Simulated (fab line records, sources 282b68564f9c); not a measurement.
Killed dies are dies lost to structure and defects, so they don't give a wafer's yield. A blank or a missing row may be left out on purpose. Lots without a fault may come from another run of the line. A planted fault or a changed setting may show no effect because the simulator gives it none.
A struck lot beside a sound one | flow rit_cmos | 16 steps out of a route of 202
Sound: wafers L511.3, L511.4, L511.6. Struck: wafers L518.1, L518.2, L518.3. The cause comes at the end.
At each step with rows: each side's tool, then ch and its chambers, then its first start. Under that, the readings that differ: sound wafers | struck wafers | difference of the means | sigmas: that difference in standard deviations of wafers without a fault.
alike: readings whose means differ by less than 2 such deviations, and words and numbers that are the same on both sides. not compared: withheld readings, readings that some wafer has no value for, bounds like >300 that may hide the same value, and numbers for which the record gives no deviation and whose values overlap.
The two part at a step that has a row with sigmas, a row that says differs or no value, or rows on one side only. Numbers that don't overlap but have no deviation are shown without sigmas and don't part them. A reading that every wafer of one side lacks parts them only if that side has two wafers or more.

first, 2 steps without rows for these wafers: RIT_NRETRO_HARDBAKE_07 (time 120 s); RIT_NRETRO_IMPLANT_08.
RIT_NRETRO_STRIP_09: strips in O2, time 180 s.
  sound on plasma_asher-04 ch 0,1, day 3 08:30; struck on plasma_asher-04 ch 0,1, day 4 20:58
  alike: drypump_motor_current_A, rf_refl_power_W
  not compared: rf_hours_counter_h
RIT_NRETRO_TW_MEAS_10:
  sound on film_metro-02, day 3 08:38; struck on film_metro-03, day 4 21:08
  alike: NRETRO_TW
then, 6 steps without rows for these wafers: RIT_PRETRO_HMDS_00 (prime time 60 s); RIT_PRETRO_COAT_01 (resist thk 1316 nm); RIT_PRETRO_SOFTBAKE_02 (time 60 s); RIT_PRETRO_EXPOSE_03 (exposes mask M5, target cd 43700 nm); RIT_PRETRO_PEB_04; RIT_PRETRO_DEVELOP_05 (develop time 68 s).
RIT_PRETRO_OVL_MEAS_06:
  sound on overlay-01, day 3 09:41; struck on overlay-02, day 4 22:12
  alike: PRETRO_OVL
then, 1 step without rows for these wafers: RIT_PRETRO_HARDBAKE_07 (time 120 s).
RIT_PRETRO_IMPLANT_08:
  sound on implanter-03 ch 0, day 3 10:01; struck on implanter-03 ch 0, day 4 22:29
  reading                   | sound                | struck               | difference | sigmas
  beam_energy_keV           | 44.992 44.985 44.988 | 50.849 50.844 50.852 | +5.860     | +99 or more
  model.implant.rp_nm (nm)  | 141.3 141.3 141.3    | 156.1 156.1 156.1    | +14.8      |
  model.implant.drp_nm (nm) | 55.07 55.07 55.07    | 59.12 59.12 59.12    | +4.05      |
  alike: faraday_current_uA
RIT_PRETRO_STRIP_09: strips in O2, time 180 s.
  sound on plasma_asher-01 ch 0,1, day 3 10:10; struck on plasma_asher-01 ch 0,1, day 4 22:38
  alike: drypump_motor_current_A, rf_refl_power_W
  not compared: rf_hours_counter_h
RIT_PRETRO_TW_MEAS_10:
  sound on film_metro-03, day 3 10:19; struck on film_metro-02, day 4 23:07
  reading   | sound             | struck            | difference | sigmas
  PRETRO_TW | 476.1 477.6 476.3 | 483.3 483.1 484.5 | +7.0       | +3
  not compared: hold
RIT_M1_PROBE_99:
  sound on prober-02, day 4 13:06; struck on prober-01, day 6 12:03
  no value came back on the struck wafers for any of 8 readings (model.etest.nmos_narrow.drive_ua_um, model.etest.nmos_0p3.drive_ua_um and others); on the sound wafers model.etest.nmos_narrow.drive_ua_um reads 207.2 208.7 204.5
  alike: killed_at_contacts, killed_at_front_end, killed_dies, killed_open, killed_short

WHERE THEY PART
First at RIT_PRETRO_IMPLANT_08; last, within this record, at RIT_M1_PROBE_99.

WHY: what the simulator had put in
Process parameter drift: implanter-03, from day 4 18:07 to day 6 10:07, at RIT_PRETRO_IMPLANT_08. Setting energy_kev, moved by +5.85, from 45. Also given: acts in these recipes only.
